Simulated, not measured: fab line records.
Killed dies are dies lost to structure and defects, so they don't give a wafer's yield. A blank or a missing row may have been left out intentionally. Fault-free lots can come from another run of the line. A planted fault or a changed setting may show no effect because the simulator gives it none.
Which tool was responsible? || flow rit cmos || 39 wafers from 13 lots sampled at 4 of the route's 202 steps

== WHAT THE GAUGES SHOWED, per wafer ==
RIT_PLDD_OVL_MEAS_06. Usual: PLDD_OVL typically reads 0.1 nm, with standard deviation 1.4.
{"lot": "L466", "measured": "day 2 19:44", "on": "overlay-02", "PLDD_OVL (nm)": "-0.4 1.2 -0.2", "flag": ""}
{"lot": "L467", "measured": "day 3 00:34", "on": "overlay-02", "PLDD_OVL (nm)": "-0.4 -1.4 -2.0", "flag": ""}
{"lot": "L468", "measured": "day 3 05:31", "on": "overlay-01", "PLDD_OVL (nm)": "-3.1 0.6 0.5", "flag": ""}
{"lot": "L471", "measured": "day 3 20:05", "on": "overlay-01", "PLDD_OVL (nm)": "-1.4 0.1 -1.2", "flag": ""}
{"lot": "L472", "measured": "day 4 01:05", "on": "overlay-02", "PLDD_OVL (nm)": "0.5 1.2 0.8", "flag": ""}
{"lot": "L475", "measured": "day 4 15:26", "on": "overlay-02", "PLDD_OVL (nm)": "3.2 1.3 2.0", "flag": ""}
{"lot": "L476", "measured": "day 4 21:01", "on": "overlay-02", "PLDD_OVL (nm)": "-0.3 0.0 0.3", "flag": ""}
{"lot": "L478", "measured": "day 5 08:23", "on": "overlay-02", "PLDD_OVL (nm)": "0.1 1.9 0.0", "flag": ""}
{"lot": "L479", "measured": "day 5 17:39", "on": "overlay-01", "PLDD_OVL (nm)": "0.4 1.7 1.6", "flag": ""}
{"lot": "L482", "measured": "day 6 02:30", "on": "overlay-02", "PLDD_OVL (nm)": "0.5 -1.4 -1.4", "flag": ""}
{"lot": "L484", "measured": "day 6 14:21", "on": "overlay-02", "PLDD_OVL (nm)": "0.0 -0.7 -1.4", "flag": ""}
{"lot": "L485", "measured": "day 6 17:31", "on": "overlay-02", "PLDD_OVL (nm)": "0.1 0.3 -0.2", "flag": ""}
{"lot": "L487", "measured": "day 7 03:16", "on": "overlay-01", "PLDD_OVL (nm)": "0.4 -0.7 0.1", "flag": ""}

RIT_M1_CD_MEAS_09: the cd target is 2600 nm. Usual: cd nm at 2600.1 nm, with a standard deviation of 2.3.
{"lot": "L466", "measured": "day 3 07:10", "on": "cd sem-01", "cd nm (nm)": "2601.8 2604.1 2601.4", "flag": ""}
{"lot": "L467", "measured": "day 3 11:38", "on": "cd sem-02", "cd nm (nm)": "2600.2 2601.7 2598.9", "flag": ""}
{"lot": "L468", "measured": "day 3 16:49", "on": "cd sem-02", "cd nm (nm)": "2599.2 2597.8 2597.5", "flag": ""}
{"lot": "L471", "measured": "day 4 07:44", "on": "cd sem-02", "cd nm (nm)": "2598.1 2599.3 2599.8", "flag": ""}
{"lot": "L472", "measured": "day 4 12:26", "on": "cd sem-01", "cd nm (nm)": "2597.3 2599.4 2597.7", "flag": ""}
{"lot": "L475", "measured": "day 5 02:48", "on": "cd sem-02", "cd nm (nm)": "2601.1 2601.3 2602.1", "flag": ""}
{"lot": "L476", "measured": "day 5 08:13", "on": "cd sem-02", "cd nm (nm)": "2596.1 2597.5 2596.4", "flag": ""}
{"lot": "L478", "measured": "day 5 20:20", "on": "cd sem-01", "cd nm (nm)": "2601.0 2599.2 2601.0", "flag": ""}
{"lot": "L479", "measured": "day 6 05:37", "on": "cd sem-01", "cd nm (nm)": "2604.2 2604.1 2600.1", "flag": ""}
{"lot": "L482", "measured": "day 6 13:40", "on": "cd sem-02", "cd nm (nm)": "2599.0 2601.4 2599.4", "flag": ""}
{"lot": "L484", "measured": "day 7 01:37", "on": "cd sem-02", "cd nm (nm)": "2600.4 2598.5 2601.2", "flag": ""}
{"lot": "L485", "measured": "day 7 04:44", "on": "cd sem-02", "cd nm (nm)": "2599.1 2596.7 2600.6", "flag": ""}
{"lot": "L487", "measured": "day 7 14:43", "on": "cd sem-01", "cd nm (nm)": "2602.2 2601.5 2601.3", "flag": ""}

RIT_M1_CD_MEAS_90: the cd target is 2600 nm. Usual: cd nm at 2601.5 nm, with a standard deviation of 3.
{"lot": "L466", "measured": "day 3 08:05", "on": "cd sem-02", "cd nm (nm)": "2603.6 2605.6 2604.2", "flag": ""}
{"lot": "L467", "measured": "day 3 12:35", "on": "cd sem-02", "cd nm (nm)": "2602.5 2605.8 2602.5", "flag": ""}
{"lot": "L468", "measured": "day 3 17:55", "on": "cd sem-01", "cd nm (nm)": "2598.6 2598.9 2596.0", "flag": ""}
{"lot": "L471", "measured": "day 4 08:40", "on": "cd sem-02", "cd nm (nm)": "2600.0 2598.0 2599.6", "flag": ""}
{"lot": "L472", "measured": "day 4 13:21", "on": "cd sem-02", "cd nm (nm)": "2596.2 2599.8 2598.0", "flag": ""}
{"lot": "L475", "measured": "day 5 03:43", "on": "cd sem-02", "cd nm (nm)": "2602.0 2602.5 2604.7", "flag": ""}
{"lot": "L476", "measured": "day 5 09:08", "on": "cd sem-01", "cd nm (nm)": "2600.3 2597.7 2598.8", "flag": ""}
{"lot": "L478", "measured": "day 5 21:29", "on": "cd sem-01", "cd nm (nm)": "2601.7 2598.8 2602.6", "flag": ""}
{"lot": "L479", "measured": "day 6 06:32", "on": "cd sem-01", "cd nm (nm)": "2604.9 2607.3 2601.1", "flag": ""}
{"lot": "L482", "measured": "day 6 14:46", "on": "cd sem-02", "cd nm (nm)": "2600.9 2603.0 2601.6", "flag": ""}
{"lot": "L484", "measured": "day 7 02:41", "on": "cd sem-02", "cd nm (nm)": "2601.5 2601.0 2604.1", "flag": ""}
{"lot": "L485", "measured": "day 7 05:43", "on": "cd sem-02", "cd nm (nm)": "2600.5 2595.8 2601.9", "flag": ""}
{"lot": "L487", "measured": "day 7 15:38", "on": "cd sem-01", "cd nm (nm)": "2603.8 2603.3 2601.2", "flag": ""}

== WHICH TOOL RAN EACH LOT (tool, then ch and the chambers of the sampled wafers, then the start) ==
{"lot": "L466", "RIT_SPACER_CLEAN_02": "wet bench-04 ch 0, day 2 20:30"}
{"lot": "L467", "RIT_SPACER_CLEAN_02": "wet bench-01 ch 3, day 3 01:19"}
{"lot": "L468", "RIT_SPACER_CLEAN_02": "wet bench-04 ch 3, day 3 06:18"}
{"lot": "L471", "RIT_SPACER_CLEAN_02": "wet bench-03 ch 3, day 3 20:51"}
{"lot": "L472", "RIT_SPACER_CLEAN_02": "wet bench-04 ch 3, day 4 01:51"}
{"lot": "L475", "RIT_SPACER_CLEAN_02": "wet bench-04 ch 0, day 4 16:13"}
{"lot": "L476", "RIT_SPACER_CLEAN_02": "wet bench-01 ch 0, day 4 21:46"}
{"lot": "L478", "RIT_SPACER_CLEAN_02": "wet bench-04 ch 2, day 5 09:09"}
{"lot": "L479", "RIT_SPACER_CLEAN_02": "wet bench-03 ch 3, day 5 18:25"}
{"lot": "L482", "RIT_SPACER_CLEAN_02": "wet bench-04 ch 0, day 6 03:16"}
{"lot": "L484", "RIT_SPACER_CLEAN_02": "wet bench-04 ch 2, day 6 15:06"}
{"lot": "L485", "RIT_SPACER_CLEAN_02": "wet bench-03 ch 2, day 6 18:16"}
{"lot": "L487", "RIT_SPACER_CLEAN_02": "wet bench-03 ch 1, day 7 04:01"}
- RIT_SPACER_CLEAN_02: cleans in SC2, time 600 s.

== WHAT THE TOOLS THEMSELVES READ (means of the sampled wafers that have a number; where no wafer has one, the mark that the record gives instead) ==
The record holds no such reading with a usual standard deviation.

== THE ANSWER, worked out from the rows above alone ==
Rule: take the mean of a lot's wafers that have a number; if it is more than 3 standard deviations from the usual mean, the lot is off. Also off: a lot with no number at a reading for which 4 or more lots have one. Where the step has rows for the other lots, those lots are counted as sound. The gauges are gone through in route order, then the tools' own readings, and for those a lot's mean is taken as printed above. The first step at which some lot is off is used, and at that step the reading that is off furthest; a lot without a number counts as furthest.
Across all readings shown, no lot is off: no conclusion can be drawn from this.

== WHAT THE SIMULATOR HAD PUT IN ==
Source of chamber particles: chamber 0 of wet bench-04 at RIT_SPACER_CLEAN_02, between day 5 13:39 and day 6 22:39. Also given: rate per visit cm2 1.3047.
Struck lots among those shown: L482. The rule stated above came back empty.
